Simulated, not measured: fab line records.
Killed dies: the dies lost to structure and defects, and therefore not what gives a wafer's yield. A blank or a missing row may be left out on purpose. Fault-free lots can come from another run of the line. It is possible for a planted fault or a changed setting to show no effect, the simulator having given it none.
Which tool was responsible? -- flow berkeleyCmos170 -- 15 lots with 45 wafers sampled at 4 steps, on a route of 331 steps

WHAT THE GAUGES SHOWED, per wafer
UCB170_V2_OVL_MEAS_13.
lot,measured,on,V2_OVL (nm)
L108,day 7 13:14,overlay-01,5 0 1
L107,day 7 13:22,overlay-02,4 5 2
L109,day 7 15:49,overlay-01,5 10 7
L111,day 8 10:35,overlay-02,3 10 4
L112,day 8 11:23,overlay-01,-4 -3 6
L113,day 8 21:52,overlay-02,1 9 7
L116,day 9 12:29,overlay-01,-1 2 1
L114,day 9 12:35,overlay-02,-1 8 -3
L117,day 9 14:10,overlay-02,-2 -2 -2
L123,day 10 20:26,overlay-01,2 3 4
L125,day 11 16:37,overlay-02,2 0 2
L127,day 11 15:54,overlay-02,2 1 -4
L128,day 12 00:17,overlay-01,-9 -7 -2
L129,day 12 00:34,overlay-02,4 7 -1
L130,day 12 04:11,overlay-02,-3 -4 -4

EACH LOT AND THE TOOL THAT RAN IT (in order: tool; ch and the chambers of the sampled wafers; start)
lot,UCB170_SDANNEAL_RTA_00,UCB170_CONTACT_STRIP_06,UCB170_V2_COAT_07
L108,"rtpAnneal-01 ch 0, day 6 12:20","plasmaAsher-01 ch 0,1, day 6 16:58","lithoTrack-01 ch 0, day 7 12:09"
L107,"rtpAnneal-02 ch 0, day 6 12:22","plasmaAsher-04 ch 0,1, day 6 17:22","lithoTrack-04 ch 0, day 7 12:25"
L109,"rtpAnneal-01 ch 0, day 6 18:37","plasmaAsher-01 ch 0,1, day 6 22:42","lithoTrack-04 ch 0, day 7 14:19"
L111,"rtpAnneal-02 ch 0, day 7 09:50","plasmaAsher-01 ch 0,1, day 7 14:50","lithoTrack-03 ch 0, day 8 09:44"
L112,"rtpAnneal-01 ch 0, day 7 10:13","plasmaAsher-03 ch 0,1, day 7 14:51","lithoTrack-03 ch 0, day 8 10:28"
L113,"rtpAnneal-01 ch 0, day 7 21:22","plasmaAsher-03 ch 0,1, day 8 00:49","lithoTrack-01 ch 0, day 8 21:07"
L116,"rtpAnneal-02 ch 0, day 8 10:32","plasmaAsher-03 ch 0,1, day 8 15:55","lithoTrack-03 ch 0, day 9 10:49"
L114,"rtpAnneal-01 ch 0, day 8 10:33","plasmaAsher-01 ch 0,1, day 8 15:58","lithoTrack-03 ch 0, day 9 11:17"
L117,"rtpAnneal-02 ch 0, day 8 13:03","plasmaAsher-03 ch 0,1, day 8 18:03","lithoTrack-03 ch 0, day 9 13:22"
L123,"rtpAnneal-02 ch 0, day 9 23:26","plasmaAsher-03 ch 0,1, day 10 04:20","lithoTrack-01 ch 0, day 10 19:31"
L125,"rtpAnneal-02 ch 0, day 10 16:32","plasmaAsher-04 ch 0,1, day 10 19:59","lithoTrack-04 ch 0, day 11 15:50"
L127,"rtpAnneal-02 ch 0, day 10 16:51","plasmaAsher-04 ch 0,1, day 10 21:11","lithoTrack-01 ch 0, day 11 14:58"
L128,"rtpAnneal-02 ch 0, day 11 05:20","plasmaAsher-04 ch 0,1, day 11 08:47","lithoTrack-04 ch 0, day 11 23:28"
L129,"rtpAnneal-01 ch 0, day 11 05:32","plasmaAsher-03 ch 0,1, day 11 10:17","lithoTrack-01 ch 0, day 11 23:38"
L130,"rtpAnneal-01 ch 0, day 11 09:22","plasmaAsher-03 ch 0,1, day 11 12:52","lithoTrack-03 ch 0, day 12 03:24"
- UCB170_SDANNEAL_RTA_00: time 10 s.
- UCB170_CONTACT_STRIP_06: strips in O2.
- UCB170_V2_COAT_07: resist thk 900 nm.

AS READ BY THE TOOLS THEMSELVES (means over the sampled wafers that have a number; for cases with no such wafer, the mark the record gives instead)
UCB170_SDANNEAL_RTA_00.
lot,tool,lampPowerPct (%),wafer_temp_C_max
L108,rtpAnneal-01,26.1,903.9
L107,rtpAnneal-02,21.0,904.2
L109,rtpAnneal-01,26.1,904.7
L111,rtpAnneal-02,21.0,903.0
L112,rtpAnneal-01,26.1,904.8
L113,rtpAnneal-01,26.0,903.6
L116,rtpAnneal-02,21.0,902.9
L114,rtpAnneal-01,26.1,904.2
L117,rtpAnneal-02,21.0,902.7
L123,rtpAnneal-02,21.0,902.9
L125,rtpAnneal-02,21.0,903.0
L127,rtpAnneal-02,21.0,902.8
L128,rtpAnneal-02,21.0,903.7
L129,rtpAnneal-01,26.0,903.0
L130,rtpAnneal-01,26.1,904.2

UCB170_CONTACT_STRIP_06.
lot,tool,drypumpMotorCurrentA (A),o2FlowSccm (sccm),oesProductAu (a.u.),stripTimeToEndpointS (s)
L108,plasmaAsher-01,5.8,401.4,0.738,22.02
L107,plasmaAsher-04,5.1,399.5,0.735,21.88
L109,plasmaAsher-01,6.1,400.2,0.736,22.07
L111,plasmaAsher-01,6.1,399.9,0.730,21.94
L112,plasmaAsher-03,5.7,400.6,0.731,21.81
L113,plasmaAsher-03,5.9,400.8,0.737,21.91
L116,plasmaAsher-03,5.9,400.5,0.737,21.94
L114,plasmaAsher-01,6.1,399.4,0.734,21.96
L117,plasmaAsher-03,5.7,401.3,0.739,21.85
L123,plasmaAsher-03,5.7,401.4,0.736,22.06
L125,plasmaAsher-04,5.6,400.4,0.737,22.04
L127,plasmaAsher-04,5.1,400.0,0.739,21.86
L128,plasmaAsher-04,5.6,400.4,0.735,21.96
L129,plasmaAsher-03,5.7,400.1,0.735,21.98
L130,plasmaAsher-03,5.7,399.3,0.735,21.93

UCB170_V2_COAT_07.
lot,tool,exhaustPa (Pa),spinSpeedRpm (rpm)
L108,lithoTrack-01,46.1,1499.8
L107,lithoTrack-04,44.5,1499.8
L109,lithoTrack-04,44.7,1500.1
L111,lithoTrack-03,45.6,1498.6
L112,lithoTrack-03,45.6,1500.3
L113,lithoTrack-01,44.3,1500.2
L116,lithoTrack-03,44.4,1708.9
L114,lithoTrack-03,44.4,1708.1
L117,lithoTrack-03,45.7,1707.1
L123,lithoTrack-01,44.2,1500.3
L125,lithoTrack-04,45.5,1499.8
L127,lithoTrack-01,44.6,1499.8
L128,lithoTrack-04,44.8,1499.5
L129,lithoTrack-01,46.0,1499.2
L130,lithoTrack-03,46.1,1501.1

THE ANSWER, worked out from the rows above alone
Rule: the lots themselves supply what counts as usual. Put in order of their means at a reading, lots are off if they are a third of the lots or fewer, leave a main group of 4 or more, and stand apart from it by a gap of 3 or more times the standard deviation of the main group's means; of several such gaps the widest counts. Not used: any main group whose means are identical at the precision the tables above print for the reading. Also off: a lot with no number at a reading for which 4 or more lots have one. The other lots that the step has rows for count as sound. The gauges are gone through in route order, then the tools' own readings, and for those a lot's mean is taken as printed above. The first step at which some lot is off is used, and at that step the reading that is off furthest; a lot without a number counts as furthest.
Off: L116, L114, L117, at UCB170_V2_COAT_07 (spinSpeedRpm). For the main group the mean is 1499.9 rpm and the standard deviation 0.6.
If a tool, at that step or one of the process steps before it, ran each lot that is off and ran no sound lot following the first of them, it fits. None of those tried fits.

WHAT THE SIMULATOR PUT IN
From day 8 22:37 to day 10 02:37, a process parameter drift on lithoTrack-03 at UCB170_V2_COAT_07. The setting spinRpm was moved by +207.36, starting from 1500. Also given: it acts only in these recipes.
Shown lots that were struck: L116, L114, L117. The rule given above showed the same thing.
